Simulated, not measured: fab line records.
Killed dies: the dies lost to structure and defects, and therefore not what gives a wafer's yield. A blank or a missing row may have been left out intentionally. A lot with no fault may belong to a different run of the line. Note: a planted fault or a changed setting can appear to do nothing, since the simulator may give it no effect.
Comparing a struck lot with a sound one ; flow ritCmos ; 34 steps out of a route of 202
Sound: wafers L435.1, L435.2, L435.5. Wafers struck: L440.1, L440.2, L440.4. The cause comes at the end.
Per side, at each step with rows, come the tool, then ch with its chambers, and then its first start. Under that, the readings that differ: sound wafers ; struck wafers ; difference of the means ; sigmas: that difference in standard deviations of wafers without a fault.
alike: readings whose means differ by less than 2 such deviations, and words and numbers that are the same on both sides. not compared: withheld readings, readings that some wafer has no value for, bounds like >300 that may hide the same value, and numbers for which the record gives no deviation and whose values overlap.
A row with sigmas, a row that says differs or no value, or rows on one side alone: a step with any of these is where the two part. Non-overlapping numbers with no deviation appear without sigmas and do not part them. Lack of a reading on every wafer of one side parts them only where that side has two or more wafers.

first, 2 steps without rows for these wafers: RIT_SPACER_CLEAN_02 (cleans in SC2, time 600 s); RIT_SPACER_CVD_03 (deposits Si3N4 from SiH2Cl2/NH3, target thk 250 nm, time 3300 s).
RIT_SPACER_THK_MEAS_04:
  sound on filmMetro-02, day 3 09:52; struck on filmMetro-04, day 4 10:58
  alike: SPACER_NITRIDE_THK
RIT_SPACER_ETCHBACK_05: etches Si3N4 in SF6/CHF3, stops on SiO2, target depth 250 nm, time 240 s.
  sound on rieDiel-03 ch 0,1,2, day 3 09:55; struck on rieDiel-04 ch 0,2,3, day 4 11:01
  alike: drypumpMotorCurrentA, oesProductAu, throttleValvePct
  not compared: rfHoursCounterH
then, 6 steps without rows for these wafers: RIT_NSD_HMDS_00 (prime time 60 s); RIT_NSD_COAT_01 (resist thk 1000 nm); RIT_NSD_SOFTBAKE_02 (time 60 s); RIT_NSD_EXPOSE_03 (exposes mask M9, target cd 40700 nm); RIT_NSD_PEB_04; RIT_NSD_DEVELOP_05 (develop time 50 s).
RIT_NSD_OVL_MEAS_06:
  sound on overlay-01, day 3 11:03; struck on overlay-01, day 4 12:01
  alike: NSD_OVL
then, 1 step without rows for these wafers: RIT_NSD_HARDBAKE_07 (time 60 s).
RIT_NSD_IMPLANT_08:
  sound on implanter-04 ch 0, day 3 11:14; struck on implanter-04 ch 0, day 4 12:12
reading;sound;struck;difference;sigmas
implantIonAmu;31 31 31;75 75 75;+44;
model.implant.rpNm (nm);32.79 32.79 32.79;18.55 18.55 18.55;-14.24;
model.implant.drpNm (nm);14.84 14.84 14.84;8.431 8.431 8.431;-6.409;
RIT_NSD_STRIP_09: strips in O2, time 180 s.
  sound on plasmaAsher-04 ch 0,1, day 3 11:23; struck on plasmaAsher-01 ch 0,1, day 4 12:21
  alike: drypumpMotorCurrentA
  not compared: rfHoursCounterH
RIT_NSD_TW_MEAS_10:
  sound on filmMetro-02, day 3 11:34; struck on filmMetro-02, day 4 12:32
  alike: NSD_TW
then, 6 steps without rows for these wafers: RIT_PSD_HMDS_00 (prime time 60 s); RIT_PSD_COAT_01 (resist thk 1000 nm); RIT_PSD_SOFTBAKE_02 (time 60 s); RIT_PSD_EXPOSE_03 (exposes mask M10, target cd 40900 nm); RIT_PSD_PEB_04; RIT_PSD_DEVELOP_05 (develop time 50 s).
RIT_PSD_OVL_MEAS_06:
  sound on overlay-02, day 3 12:28; struck on overlay-02, day 4 13:26
  alike: PSD_OVL
then, 2 steps without rows for these wafers: RIT_PSD_HARDBAKE_07 (time 60 s); RIT_PSD_IMPLANT_08.
RIT_PSD_STRIP_09: strips in O2, time 180 s.
  sound on plasmaAsher-01 ch 0,1, day 3 12:48; struck on plasmaAsher-04 ch 0,1, day 4 13:47
  alike: drypumpMotorCurrentA
  not compared: rfHoursCounterH
RIT_PSD_TW_MEAS_10:
  sound on filmMetro-01, day 3 12:59; struck on filmMetro-02, day 4 13:57
  alike: PSD_TW
then, 3 steps without rows for these wafers: RIT_SDANNEAL_CLEAN_00 (cleans in SC1, time 600 s); RIT_SDANNEAL_CLEAN_01 (cleans in dHF, time 30 s); RIT_SDANNEAL_CLEAN_02 (cleans in SC2, time 600 s).
RIT_SDANNEAL_RTA_03: time 5 s.
  sound on rtpAnneal-01 ch 0, day 3 13:24; struck on rtpAnneal-02 ch 0, day 4 14:25
  alike: wafer_temp_C_max
RIT_SDANNEAL_RS_MEAS_04: the measuring method here is four-point-probe.
  sound on filmMetro-03, day 3 13:28; struck on filmMetro-01, day 4 14:28
  alike: PSD_RS
RIT_SDANNEAL_RS_MEAS_05: the measuring method here is four-point-probe.
  sound on filmMetro-03, day 3 13:35; struck on filmMetro-01, day 4 14:35
reading;sound;struck;difference;sigmas
NSD_RS (ohm/sq);84.81 84.81 84.63;126.16 126.22 126.21;+41.45;+99 or more
RIT_SDANNEAL_RS_MEAS_06: the measuring method here is four-point-probe.
  sound on filmMetro-03, day 3 13:42; struck on filmMetro-01, day 4 14:43
  alike: PLDD_RS
RIT_M1_PROBE_99:
  sound on prober-02, day 3 21:07; struck on prober-01, day 4 22:28
reading;sound;struck;difference;sigmas
killedAtContacts;0 0 0;2 0 0;+1;+2
  alike: killedAtFrontEnd, killedDies, killedOpen, killedShort

WHERE THEY PART
Last at RIT_M1_PROBE_99 as far as this record goes, first at RIT_SDANNEAL_RS_MEAS_05.

WHY: whatever the simulator had introduced
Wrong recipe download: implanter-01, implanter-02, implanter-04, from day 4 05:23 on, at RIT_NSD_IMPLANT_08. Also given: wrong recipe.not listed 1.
